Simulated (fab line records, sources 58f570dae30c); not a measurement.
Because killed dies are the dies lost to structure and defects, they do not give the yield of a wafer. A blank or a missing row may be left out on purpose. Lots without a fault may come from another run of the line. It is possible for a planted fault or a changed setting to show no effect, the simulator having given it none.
Matching of chambers	flow berkeley_cmos170	UCB170_V1_CVD_00 on pecvd-04: 3 sister chambers
The step deposits SiO2 from TEOS/O2, target thk 2000 nm, time 250 s. 6 wafers are shown with their chamber, then 7 later ones without.

EACH WAFER AND ITS CHAMBER
wafer	chamber	heater_power_w (W)
L109.1	1	213
L116.3	1	211
L116.4	0	281
L116.6	2	395
L126.2	0	335
L126.3	2	334

WAFERS MISSING THEIR CHAMBER
wafer	heater_power_w (W)
L126.6	281
L127.1	298
L127.2	332
L127.4	212
L125.2	363
L125.5	278
L125.6	300

WHICH CHAMBER EACH WENT THROUGH
wafer	from the rows above	in truth
L126.6	can't be placed: 0 or 1 or 2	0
L127.1	can't be placed: 0 or 2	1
L127.2	can't be placed: 0 or 2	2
L127.4	1	1
L125.2	can't be placed: 2 or 0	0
L125.5	can't be placed: 0 or 1 or 2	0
L125.6	can't be placed: 0 or 2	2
Placed correctly: 1 of 7. Cannot be placed on the basis of these rows: 6; the candidates contain the true chamber in 5. 0 placed wrongly.
How it was worked out, from the rows above alone: a wafer's distance from a chamber is the root of the sum, over the readings, of the square of ((its reading less the chamber's mean) divided by the reading's scatter). If the next closest chamber is less than 2 further off than the closest, the wafer can't be placed; otherwise it belongs to the closest. For every chamber, the mean is computed from those of its wafers that are shown. How the scatter is found: for the shown wafers, subtract from each reading the mean of its chamber, square and add these, divide the total by (wafers less chambers), then take the root.
